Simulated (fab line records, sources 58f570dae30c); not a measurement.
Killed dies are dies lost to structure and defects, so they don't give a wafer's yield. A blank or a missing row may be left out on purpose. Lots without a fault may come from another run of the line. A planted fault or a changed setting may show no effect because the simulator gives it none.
Chamber matching | flow berkeley_cmos170 | UCB170_V2_CMP_02 on cmp-02: 4 sister chambers
The step polishes SiO2. 14 wafers are shown with their chamber, then 7 later ones without.

WAFERS WITH THEIR CHAMBER
wafer  | chamber | motor_current_A (A) | edge_zone_pressure_frac
L448.1 | 0       | 17.4                | 0.999
L448.2 | 2       | 20.1                | 0.997
L448.4 | 1       | 14.6                | 1.002
L453.1 | 3       | 18.5                | 0.991
L453.3 | 2       | 18.5                | 0.997
L453.5 | 2       | 18.4                | 1.005
L454.2 | 1       | 14.8                | 0.995
L454.5 | 1       | 14.9                | 0.993
L454.6 | 0       | 17.5                | 0.987
L455.3 | 2       | 20.0                | 1.012
L455.5 | 3       | 19.2                | 0.995
L455.6 | 2       | 17.9                | 1.005
L467.1 | 1       | 15.9                | 0.999
L467.2 | 0       | 17.0                | 1.004

SIGNATURES (means of the wafers above)
reading                 | chamber 0 | chamber 1 | chamber 2 | chamber 3 | scatter within a chamber
motor_current_A         | 17.300    | 15.050    | 18.980    | 18.850    | 0.736
edge_zone_pressure_frac | 0.99667   | 0.99725   | 1.00320   | 0.99300   | 0.00608
Rule: a wafer's distance from a chamber is the root of the sum, over the readings, of the square of ((its reading less the chamber's mean) divided by the reading's scatter). The wafer belongs to the nearest chamber; if the next one is less than 2 further off, it can't be placed. The scatter: the root of (the sum of the squares of (reading less its chamber's mean) over the shown wafers, divided by (wafers less chambers)).

WAFERS WITHOUT THEIR CHAMBER
wafer  | motor_current_A (A) | edge_zone_pressure_frac
L467.4 | 19.1                | 1.001
L466.1 | 19.5                | 0.995
L466.5 | 14.9                | 1.004
L466.6 | 18.8                | 1.004
L471.2 | 19.0                | 1.001
L471.3 | 18.7                | 1.003
L471.4 | 14.2                | 1.006

WHICH CHAMBER EACH WENT THROUGH
wafer  | from the rows above          | in truth
L467.4 | can't be placed: 2 or 3      | 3
L466.1 | can't be placed: 3 or 2      | 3
L466.5 | 1                            | 1
L466.6 | can't be placed: 2 or 3      | 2
L471.2 | can't be placed: 2 or 3      | 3
L471.3 | can't be placed: 2 or 3 or 0 | 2
L471.4 | 1                            | 1
Placed correctly: 2 of 7. Can't be placed from these rows: 5 (the true chamber is among the candidates in 5). Placed wrongly: 0.
